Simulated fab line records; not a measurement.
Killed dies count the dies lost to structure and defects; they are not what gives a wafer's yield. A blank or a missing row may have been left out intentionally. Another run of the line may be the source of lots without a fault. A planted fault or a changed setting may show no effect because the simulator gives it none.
Which tool is to blame? / flow ritCmos / 7 lots with 21 wafers sampled at 3 steps, on a route of 202 steps

## WHAT EACH GAUGE READ, for each wafer
RIT_PWELL_TW_MEAS_10.
lot=L819; measured=day 2 06:30; on=filmMetro-01; PWELL_TW=954 955 952
lot=L822; measured=day 2 18:27; on=filmMetro-01; PWELL_TW=952 954 952
lot=L827; measured=day 3 19:42; on=filmMetro-01; PWELL_TW=30 30 30
lot=L833; measured=day 5 01:48; on=filmMetro-02; PWELL_TW=935 935 934
lot=L836; measured=day 5 17:38; on=filmMetro-01; PWELL_TW=950 961 951
lot=L839; measured=day 6 08:22; on=filmMetro-03; PWELL_TW=948 950 953
lot=L841; measured=day 6 17:34; on=filmMetro-01; PWELL_TW=937 940 941

## WHICH TOOL RAN EACH LOT (tool, then ch and the chambers of the sampled wafers, then the start)
lot=L819; RIT_NWELL_STRIP_09=plasmaAsher-04 ch 0,1, day 2 04:35; RIT_PWELL_STRIP_09=plasmaAsher-02 ch 0, day 2 06:19
lot=L822; RIT_NWELL_STRIP_09=plasmaAsher-03 ch 0,1, day 2 16:43; RIT_PWELL_STRIP_09=plasmaAsher-02 ch 0,1, day 2 18:16
lot=L827; RIT_NWELL_STRIP_09=plasmaAsher-04 ch 0,1, day 3 17:53; RIT_PWELL_STRIP_09=plasmaAsher-02 ch 0,1, day 3 19:34
lot=L833; RIT_NWELL_STRIP_09=plasmaAsher-03 ch 0,1, day 4 23:51; RIT_PWELL_STRIP_09=plasmaAsher-02 ch 0,1, day 5 01:38
lot=L836; RIT_NWELL_STRIP_09=plasmaAsher-01 ch 0,1, day 5 15:53; RIT_PWELL_STRIP_09=plasmaAsher-02 ch 0,1, day 5 17:26
lot=L839; RIT_NWELL_STRIP_09=plasmaAsher-04 ch 1, day 6 06:37; RIT_PWELL_STRIP_09=plasmaAsher-02 ch 1, day 6 08:11
lot=L841; RIT_NWELL_STRIP_09=plasmaAsher-03 ch 0,1, day 6 15:43; RIT_PWELL_STRIP_09=plasmaAsher-03 ch 0,1, day 6 17:23
- RIT_NWELL_STRIP_09: strips in O2, time 180 s.
- RIT_PWELL_STRIP_09: strips in O2, time 180 s.

## THE ANSWER, worked out from the rows above alone
Rule: the usual values come from the lots themselves. The widest of any qualifying gaps counts: lots, ordered by their means at a reading, are off when they make up no more than a third of the lots, leave a main group of 4 or more, and stand apart from it by 3 or more times the standard deviation of that group's means. Not used: any main group whose means are identical at the precision the tables above print for the reading. A lot without any number at a reading at which 4 lots or more have one is off too. Where the step has rows for the other lots, those lots are counted as sound.
Off: L827, at RIT_PWELL_TW_MEAS_10 (PWELL_TW). The main group: mean 947, standard deviation 7.6.
A tool fits if, at a process step before that reading, it ran every lot that is off, and no sound lot after the first of them. The gauges at RIT_PWELL_TW_MEAS_10 are tried like those tools. Not one of the candidates tried fits.

## WHAT HAD BEEN PUT IN BY THE SIMULATOR
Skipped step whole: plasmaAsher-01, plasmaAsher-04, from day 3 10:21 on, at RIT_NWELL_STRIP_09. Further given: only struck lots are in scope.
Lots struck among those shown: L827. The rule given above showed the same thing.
